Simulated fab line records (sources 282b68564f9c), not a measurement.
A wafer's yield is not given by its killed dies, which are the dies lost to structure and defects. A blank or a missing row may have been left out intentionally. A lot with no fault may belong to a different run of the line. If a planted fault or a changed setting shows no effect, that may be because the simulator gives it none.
Comparing a struck lot with a sound one -- flow ritCmos -- 18 steps out of a route of 202
Sound: the wafers L921.3, L921.4, L921.6. Struck: wafer L930.6. (L930.4, L930.5 of the same lot were not struck and are left out.) The cause comes at the end.
Per side, at each step with rows, come the tool, then ch with its chambers, and then its first start. Under that, the readings that differ: sound wafers -- struck wafers -- difference of the means -- sigmas: that difference in standard deviations of wafers without a fault.
alike: words and numbers the same on both sides, and readings whose means are apart by under 2 such deviations; not compared: readings that were withheld, readings missing a value for some wafer, numbers with overlapping values and no deviation given by the record, and bounds like >300 which may hide the same value.
A row with sigmas, a row that says differs or no value, or rows on one side alone: a step with any of these is where the two part. Numbers that don't overlap but have no deviation are shown without sigmas and don't part them. A reading missing from all wafers of one side parts the sides only when that side holds two or more wafers.

RIT_M1_SPUTTER_00: material Al, target thk 400 nm, time 500 s.
  sound on pvdSputter-04, day 4 21:53; struck on pvdSputter-01, day 6 19:09
  alike: cathodeDcPowerW, throttleValvePct
RIT_M1_RS_MEAS_01: measures by four-point-probe.
  sound on filmMetro-03, day 4 22:13; struck on filmMetro-02, day 6 19:30
  alike: M1_AL_RS
RIT_M1_THK_MEAS_02: measures by xrf.
  sound on filmMetro-03, day 4 22:19; struck on filmMetro-02, day 6 19:35
  alike: M1_AL_THK
then, 6 steps without rows for these wafers: RIT_M1_HMDS_03 (prime time 60 s); RIT_M1_COAT_04 (resist thk 1300 nm); RIT_M1_SOFTBAKE_05 (time 60 s); RIT_M1_EXPOSE_06 (exposes mask M12, target cd 2600 nm); RIT_M1_PEB_07; RIT_M1_DEVELOP_08 (develop time 68.88 s).
RIT_M1_CD_MEAS_09 targets a cd of 2600 nm.
  sound on cdSem-01, day 4 23:26; struck on cdSem-02, day 6 20:34
  alike: cdNm
RIT_M1_OVL_MEAS_10:
  sound on overlay-01, day 4 23:32; struck on overlay-01, day 6 20:38
  alike: M1_OVL
then, 1 step without rows for these wafers: RIT_M1_HARDBAKE_11 (time 120 s).
RIT_M1_METAL_ETCH_12: etches Al in Cl2/BCl3, stops on SiO2, time 165 s, target depth 600 nm.
  sound on rieMetal-01 ch 0,1, day 4 23:59; struck on rieMetal-01 ch 0, day 6 20:58
reading,sound,struck,difference,sigmas
oesProductAu (a.u.),0.814 0.779 0.804,0.979,+0.180,+13
runLengthS (s),193.0 193.0 193.5,127.3,-65.9,-91
throttleValvePct (%),8.37 8.14 8.38,8.10,-0.20,-2
model.NOVOLAK_of_M1_COAT_04.thkNm (nm),817.9 823.4 819.9,949.8,+129.4,
model.M1.featureDepthNm (nm),434.5 436.2 435.1,347.1,-88.2,
model.etch.depthNm (nm),403.1 405.2 403.6,347.1,-56.9,
  alike: drypumpMotorCurrentA, heBacksideLeakSccm
  not compared: rfHoursCounterH
then, 1 step without rows for these wafers: RIT_M1_STRIP_13 (strips in nmp, time 600 s).
RIT_M1_STRIP_14: strips in O2, time 180 s.
  sound on plasmaAsher-02 ch 0,1, day 5 00:20; struck on plasmaAsher-02 ch 1, day 6 21:18
  alike: drypumpMotorCurrentA
  not compared: rfHoursCounterH
RIT_M1_CD_MEAS_90 targets a cd of 2600 nm.
  sound on cdSem-02, day 5 00:29; struck on cdSem-01, day 6 21:29
reading,sound,struck,difference,sigmas
cdNm (nm),2598.9 2603.8 2601.6,2612.2,+10.8,+5
then, 1 step without rows for these wafers: RIT_M1_ANNEAL_15 (time 1828 s).
RIT_M1_PROBE_99:
  sound on prober-02, day 5 02:17; struck on prober-01, day 6 23:41
reading,sound,struck,difference,sigmas
defectLimitedYield (%),97.7 98.1 96.2,0,-97,-81
killed_at_M0_to_M3,0 0 0,248,+248,+99 or more
killedAtFrontEnd,6 5 10,16,+9,+3
killedDies,6 5 10,264,+257,+83
killedOnRim,2 1 1,70,+69,+49
killedOpen,3 3 5,8,+4,+2
killedShort,3 2 5,8,+5,+2
model.etest.tester.sortNPass,258 259 254,0,-257,
model.etest.tester.sortYieldPct (%),97.73 98.11 96.21,0,-97,
model.etest.tester.sort_bin_5_pct (%),1.515 1.136 1.515,97.35,+95.96,
model.etest.antennaContact.overLimit,0 0 0,1,+1,
model.etest.antennaM1.overLimit,0 0 0,1,+1,
model.etest.fieldPMetal.short,0 0 0,1,+1,
model.etest.ppolySal.short,0 0 0,1,+1,
model.etest.retroEdgePmos.overLimit,0 0 0,1,+1,

== WHERE THEY PART ==
First at RIT_M1_METAL_ETCH_12; last, within this record, at RIT_M1_PROBE_99.

WHY: what had been put in by the simulator
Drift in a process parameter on rieMetal-01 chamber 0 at RIT_M1_METAL_ETCH_12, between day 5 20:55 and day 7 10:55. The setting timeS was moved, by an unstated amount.
